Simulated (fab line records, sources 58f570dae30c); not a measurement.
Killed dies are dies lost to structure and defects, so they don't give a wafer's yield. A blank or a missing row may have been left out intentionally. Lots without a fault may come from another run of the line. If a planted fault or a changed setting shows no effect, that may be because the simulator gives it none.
A sampling plan put to the test -- flow berkeleyCmos170 -- one line in one fab, 7 faults in these records, each fault weighed on the records of the lots it struck
The line's own looks make up the plan; these are the steps of the route where a gauge or inspection reads the wafer and leaves it unchanged. Where struck wafers have a number at a look and the file lists that look's usual mean and standard deviation on fault-free wafers, the look can be judged. Caught: at a look after the fault's first step, the mean of the struck wafers lies 4 or more of those standard deviations (sigma) from the usual mean. On the tool: the same test on the tool's own readings at the fault's steps. If the struck wafers alone have a blank record, or they carry another recipe, that too counts as caught.

## THE FAULTS, as the simulator had put them in
1. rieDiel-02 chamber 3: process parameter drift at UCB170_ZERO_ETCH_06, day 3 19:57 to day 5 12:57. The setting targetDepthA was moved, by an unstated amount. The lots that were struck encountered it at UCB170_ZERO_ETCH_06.
2. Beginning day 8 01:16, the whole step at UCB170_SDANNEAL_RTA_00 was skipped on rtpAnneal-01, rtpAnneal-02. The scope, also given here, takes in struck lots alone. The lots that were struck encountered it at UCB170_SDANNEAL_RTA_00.
3. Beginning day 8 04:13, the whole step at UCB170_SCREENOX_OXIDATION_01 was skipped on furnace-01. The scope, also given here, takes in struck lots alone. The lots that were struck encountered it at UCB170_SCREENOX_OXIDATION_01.
4. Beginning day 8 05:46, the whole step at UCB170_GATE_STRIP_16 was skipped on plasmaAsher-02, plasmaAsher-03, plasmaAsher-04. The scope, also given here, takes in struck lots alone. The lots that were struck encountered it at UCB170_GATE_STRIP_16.
5. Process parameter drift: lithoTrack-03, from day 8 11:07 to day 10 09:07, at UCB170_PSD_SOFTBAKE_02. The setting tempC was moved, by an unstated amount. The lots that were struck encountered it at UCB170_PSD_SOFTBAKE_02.
6. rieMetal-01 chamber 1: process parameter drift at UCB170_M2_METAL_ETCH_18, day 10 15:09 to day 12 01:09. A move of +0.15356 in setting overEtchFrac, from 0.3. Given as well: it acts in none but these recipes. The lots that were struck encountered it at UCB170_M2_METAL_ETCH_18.
7. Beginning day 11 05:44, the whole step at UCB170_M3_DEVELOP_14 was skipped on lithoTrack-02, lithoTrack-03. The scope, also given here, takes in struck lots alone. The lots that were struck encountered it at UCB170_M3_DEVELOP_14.

## WHAT THE PLAN SAW
fault,on the tool itself,first look that catches it,"reading, sigma",median hours from its first step to that look,hours from the fault's start to the first struck lot there,judged looks passed uncaught
1,oesProductAu -8.3 sigma,none of the 2 looks that can be judged after it,-,-,-,2
2,the tool's record is blank for the struck wafers,no look after it can be judged,-,-,-,0
3,the tool's record is blank for the struck wafers,no look after it can be judged,-,-,-,0
4,the tool's record is blank for the struck wafers,no look after it can be judged,-,-,-,0
5,heaterPowerTotalW +12 sigma,no look after it can be judged,-,-,-,0
6,only faintly: oesProductAu -3.1 sigma,not the one look that can be judged after it,-,-,-,1
7,the tool's record is blank for the struck wafers,no look after it can be judged,-,-,-,0
A dash: this means the fault isn't caught or the number doesn't appear in these records.

Caught at a look: 0 of 7. Caught on the tool: 6 of 7. By one or the other: 6 of 7.
Faults 1, 2, 3, 4, 5, 7 were caught on the tool alone.
Caught by neither: fault 6.
